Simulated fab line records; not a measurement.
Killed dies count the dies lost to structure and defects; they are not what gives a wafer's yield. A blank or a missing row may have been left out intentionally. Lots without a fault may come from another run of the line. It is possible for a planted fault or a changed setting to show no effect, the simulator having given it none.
The tool behind it: which one?	flow rit_cmos	21 wafers from 7 lots sampled at 2 of the route's 202 steps

WHAT THE GAUGES SHOWED, per wafer
RIT_PWELL_TW_MEAS_10.
lot	measured	on	PWELL_TW
L900	day 2 04:12	film_metro-01	932 938 935
L902	day 2 13:28	film_metro-01	934 933 940
L904	day 2 23:32	film_metro-01	938 935 937
L914	day 5 03:05	film_metro-02	889 881 889
L918	day 5 21:32	film_metro-02	955 955 957
L920	day 6 07:36	film_metro-02	955 954 955
L922	day 6 17:50	film_metro-04	941 945 942

WHICH TOOL RAN EACH LOT (tool, then ch and the chambers of the sampled wafers, then the start)
lot	RIT_PWELL_IMPLANT_08
L900	implanter-02 ch 0, day 2 03:53
L902	implanter-03 ch 0, day 2 13:08
L904	implanter-04 ch 0, day 2 23:13
L914	implanter-03 ch 0, day 5 02:46
L918	implanter-04 ch 0, day 5 21:07
L920	implanter-02 ch 0, day 6 07:16
L922	implanter-04 ch 0, day 6 17:32
- RIT_PWELL_IMPLANT_08

THE ANSWER, worked out from the rows above alone
Rule: the lots themselves supply what counts as usual. Put in order of their means at a reading, lots are off if they are a third of the lots or fewer, leave a main group of 4 or more, and stand apart from it by a gap of 3 or more times the standard deviation of the main group's means; of several such gaps the widest counts. A main group is skipped when, at the precision printed for the reading in the tables above, its means are all equal. Also off: a lot with no number at a reading for which 4 or more lots have one. Any other lot the step has rows for is counted as sound.
Off: L914, seen at RIT_PWELL_TW_MEAS_10 (PWELL_TW). For the main group the mean is 943 and the standard deviation 8.7.
A tool fits if, at a process step before that reading, it ran every lot that is off, and no sound lot after the first of them. The gauges at RIT_PWELL_TW_MEAS_10 are tried like those tools. One candidate fits, namely implanter-03 at RIT_PWELL_IMPLANT_08. Its last sound lot is L902 (day 2 13:08), its first lot that is off L914 (day 5 02:46): a fault that began between those two fits.

WHAT HAD BEEN PUT IN BY THE SIMULATOR
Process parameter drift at RIT_PWELL_IMPLANT_08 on implanter-03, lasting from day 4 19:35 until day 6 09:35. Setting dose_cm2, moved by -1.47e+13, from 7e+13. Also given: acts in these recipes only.
Lots struck among those shown: L914. This agrees with what the rule above found.
